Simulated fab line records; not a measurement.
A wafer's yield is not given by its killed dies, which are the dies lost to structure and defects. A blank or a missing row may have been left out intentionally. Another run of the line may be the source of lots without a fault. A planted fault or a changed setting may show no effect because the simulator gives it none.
Split-lot experiment	flow rit-cmos	5 lots, 23 wafers read, on a route of 202 steps

THE SPLIT ITSELF
At RIT_NLDD_IMPLANT_08, the setting energy-kev was moved away from the recipe's 20 on 9 of the 23 wafers read, by -5.6% to -2.6%. All remaining wafers had this setting at the recipe value.

Reading taken at the split's own step.

THE READING
implant.drp-nm (the simulator's own value, which no gauge read), in nm, at RIT_NLDD_IMPLANT_08. There is no usual value for it anywhere in the file.

wafer	tool, chamber at the split	energy-kev as run	against the recipe	implant.drp-nm, nm	against lot-mates on the recipe
L079.1	implanter-02, 0	20	recipe	12.97	-
L079.3	implanter-02, 0	20	recipe	12.97	-
L079.4	implanter-02, 0	20	recipe	12.97	-
L079.5	implanter-02, 0	20	recipe	12.97	-
L079.6	implanter-02, 0	20	recipe	12.97	-
L080.1	implanter-01, 0	20	recipe	12.97	-
L080.5	implanter-01, 0	20	recipe	12.97	-
L080.2	implanter-01, 0	19.34	-3.3%	12.71	-0.26
L080.3	implanter-01, 0	19.34	-3.3%	12.71	-0.26
L080.4	implanter-01, 0	19.34	-3.3%	12.71	-0.26
L081.1	implanter-01, 0	20	recipe	12.97	-
L081.2	implanter-01, 0	20	recipe	12.97	-
L081.3	implanter-01, 0	19.48	-2.6%	12.76	-0.21
L081.4	implanter-01, 0	19.48	-2.6%	12.76	-0.21
L081.5	implanter-01, 0	19.48	-2.6%	12.76	-0.21
L084.1	implanter-02, 0	20	recipe	12.97	-
L084.4	implanter-02, 0	20	recipe	12.97	-
L084.6	implanter-02, 0	20	recipe	12.97	-
L085.2	implanter-02, 0	20	recipe	12.97	-
L085.3	implanter-02, 0	20	recipe	12.97	-
L085.4	implanter-02, 0	18.88	-5.6%	12.53	-0.44
L085.5	implanter-02, 0	18.88	-5.6%	12.53	-0.44
L085.6	implanter-02, 0	18.88	-5.6%	12.53	-0.44

FIT RESULTS
A straight line over all 23 wafers: implant.drp-nm changes by +0.0788 nm for each +1% of energy-kev; r = +1.00; the points scatter about the line by 0.0019 nm.
The same after taking each lot's own level away (the mean of its wafers on the recipe; 23 wafers): +0.0788 nm for each +1%; r = +1.00; scatter 0.0019 nm.
That fit puts the effect of the largest move of energy-kev on the reading at 0.44 nm.
The lots' own levels span 12.970 to 12.970 nm.
The two slopes agree, so the slope changes little with the lot-to-lot level.
Check: for one of the wafers moved furthest among these (-5.6%), held out of the fit, the line's prediction against its lot-mates is -0.442 nm. It came out at -0.44 nm against them.

OTHER SPLITS APPLIED TO THESE WAFERS
Note: prior to the reading, these wafers also went through further splits. Each is held against what the fit with the lots' levels taken away leaves over:
other split on the same wafers	wafers away from the commonest value	r with implant.drp-nm (lot level and that fit taken away)
RIT_NRETRO_COAT_01 resist-thk-nm	12	+0.17
RIT_PRETRO_HARDBAKE_07 temp-c	7	+0.25
RIT_GATE_CVD_08 temp-c	15	-0.63
RIT_GATE_SOFTBAKE_12 temp-c	9	+0.23
RIT_NLDD_COAT_01 resist-thk-nm	11	+0.24

THE WHOLE CHAIN: every reading that the file lists as answering this split, in the file's order
step	what it does	reading	change (the file's fit)	r (the file's)
RIT_NLDD_IMPLANT_08		implant.rp-nm (the simulator's own value, which no gauge read)	+0.188 nm for each +1% of the setting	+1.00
RIT_NLDD_IMPLANT_08		implant.drp-nm (the simulator's own value, which no gauge read)	+0.079 nm for each +1% of the setting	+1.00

FILE'S OWN FIT
implant.drp-nm changes by +0.079 nm for each +1% of energy-kev, r = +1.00.
